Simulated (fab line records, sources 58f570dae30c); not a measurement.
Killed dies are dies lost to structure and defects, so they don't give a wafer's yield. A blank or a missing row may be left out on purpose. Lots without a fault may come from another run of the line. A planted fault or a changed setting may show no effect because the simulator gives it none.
Which tool did it? | flow berkeley_cmos170 | 15 lots, 45 wafers sampled, at 2 steps of a route of 331

WHAT THE GAUGES READ, wafer by wafer
UCB170_M1_CD_MEAS_90: target cd 700 nm. Usual: cd_nm 700.0 nm, standard deviation 2.2.
lot  | measured     | on        | cd_nm (nm)                          | flag
L890 | day 7 13:38  | cd_sem-01 | 698.9 698.5 701.9                   |
L891 | day 7 20:10  | cd_sem-01 | 699.6 700.3 699.4                   |
L893 | day 8 10:17  | cd_sem-01 | 700.4 701.5 702.1                   |
L894 | day 8 20:03  | cd_sem-01 | 719.7 718.8 719.1 719.9 718.6 719.3 | OFF
L895 | day 8 20:54  | cd_sem-01 | 715.5 714.4 714.6 715.7 714.6 714.6 | OFF
L898 | day 9 15:58  | cd_sem-01 | 717.4 718.2 719.0 717.2 718.5 718.9 | OFF
L901 | day 10 00:35 | cd_sem-02 | 702.0 702.7 700.9                   |
L902 | day 10 06:17 | cd_sem-01 | 700.3 698.3 697.4                   |
L904 | day 10 18:23 | cd_sem-01 | 696.1 697.6 698.9                   |
L905 | day 10 18:34 | cd_sem-01 | 698.0 698.6 697.8                   |
L906 | day 11 09:09 | cd_sem-01 | 704.9 701.7 702.2                   |
L907 | day 11 09:31 | cd_sem-02 | 697.3 696.8 699.1                   |
L911 | day 11 18:28 | cd_sem-01 | 698.1 698.0 696.6                   |
L910 | day 11 21:23 | cd_sem-02 | 700.3 703.1 702.1                   |
L912 | day 12 00:05 | cd_sem-02 | 699.3 697.9 700.3                   |

WHICH TOOL RAN EACH LOT (tool, then ch and the chambers of the sampled wafers, then the start)
lot  | UCB170_M1_METAL_ETCH_12
L890 | rie_metal-01 ch 0,1, day 7 13:23
L891 | rie_metal-01 ch 0, day 7 19:55
L893 | rie_metal-03 ch 0,1, day 8 10:04
L894 | rie_metal-01 ch 1, day 8 19:48
L895 | rie_metal-01 ch 0,1, day 8 20:40
L898 | rie_metal-01 ch 0,1, day 9 15:44
L901 | rie_metal-03 ch 0,1, day 10 00:21
L902 | rie_metal-02 ch 0,1, day 10 06:02
L904 | rie_metal-02 ch 0,1, day 10 18:06
L905 | rie_metal-03 ch 0,1, day 10 18:20
L906 | rie_metal-03 ch 0,1, day 11 08:55
L907 | rie_metal-02 ch 0,1, day 11 09:16
L911 | rie_metal-02 ch 0,1, day 11 18:12
L910 | rie_metal-01 ch 0,1, day 11 21:09
L912 | rie_metal-02 ch 0,1, day 11 23:50
- UCB170_M1_METAL_ETCH_12: etches Al in Cl2/BCl3, stops on PSG, target depth 780 nm, time 130 s.

WHAT THE TOOLS THEMSELVES READ (means of the sampled wafers that have a number; where no wafer has one, the mark that the record gives instead)
UCB170_M1_METAL_ETCH_12. Usual: chamber_pressure_mTorr 11.999 mTorr, standard deviation 0.011; drypump_motor_current_A 6.0 A, standard deviation 0.44; oes_product_au 0.847 a.u., standard deviation 0.014; run_length_s 158.5 s, standard deviation 0.37; throttle_valve_pct 24.47 %, standard deviation 0.15.
lot  | tool         | chamber_pressure_mTorr (mTorr) | drypump_motor_current_A (A) | oes_product_au (a.u.) | run_length_s (s) | throttle_valve_pct (%) | flag
L890 | rie_metal-01 | 11.989                         | 6.1                         | 0.838                 | 158.9            | 24.28                  |
L891 | rie_metal-01 | 12.001                         | 6.1                         | 0.841                 | 158.4            | 24.23                  |
L893 | rie_metal-03 | 11.988                         | 5.5                         | 0.849                 | 158.5            | 24.43                  |
L894 | rie_metal-01 | 11.995                         | 6.2                         | 0.976                 | 97.2             | 24.33                  | OFF
L895 | rie_metal-01 | 11.992                         | 6.1                         | 0.991                 | 96.8             | 24.21                  | OFF
L898 | rie_metal-01 | 12.007                         | 6.1                         | 0.992                 | 96.8             | 24.21                  | OFF
L901 | rie_metal-03 | 12.007                         | 5.3                         | 0.853                 | 158.4            | 24.50                  |
L902 | rie_metal-02 | 11.995                         | 6.4                         | 0.846                 | 157.9            | 24.60                  |
L904 | rie_metal-02 | 12.003                         | 6.2                         | 0.848                 | 158.2            | 24.61                  |
L905 | rie_metal-03 | 11.996                         | 5.4                         | 0.853                 | 158.7            | 24.50                  |
L906 | rie_metal-03 | 11.996                         | 5.3                         | 0.864                 | 158.2            | 24.50                  |
L907 | rie_metal-02 | 12.001                         | 6.2                         | 0.847                 | 158.3            | 24.61                  |
L911 | rie_metal-02 | 12.000                         | 6.4                         | 0.842                 | 158.2            | 24.61                  |
L910 | rie_metal-01 | 11.989                         | 6.2                         | 0.841                 | 159.0            | 24.34                  |
L912 | rie_metal-02 | 12.001                         | 6.4                         | 0.849                 | 158.1            | 24.61                  |

THE ANSWER, worked out from the rows above alone
Rule: a lot is off if the mean of its wafers that have a number lies more than 3 standard deviations from the usual mean. A lot without any number at a reading at which 4 lots or more have one is off too. The other lots that the step has rows for count as sound. The gauges are gone through in route order, then the tools' own readings, and for those a lot's mean is taken as printed above. The first step at which some lot is off is used, and at that step the reading that is off furthest; a lot without a number counts as furthest.
Off: L894, L895, L898, at UCB170_M1_CD_MEAS_90 (cd_nm).
A tool fits if, at a process step before that reading, it ran every lot that is off, and no sound lot after the first of them. The gauges at UCB170_M1_CD_MEAS_90 aren't tried: what is off there is off at UCB170_M1_METAL_ETCH_12 too, on other tools, and a gauge's error can't cause that. None of those tried fits.

WHAT THE SIMULATOR HAD PUT IN
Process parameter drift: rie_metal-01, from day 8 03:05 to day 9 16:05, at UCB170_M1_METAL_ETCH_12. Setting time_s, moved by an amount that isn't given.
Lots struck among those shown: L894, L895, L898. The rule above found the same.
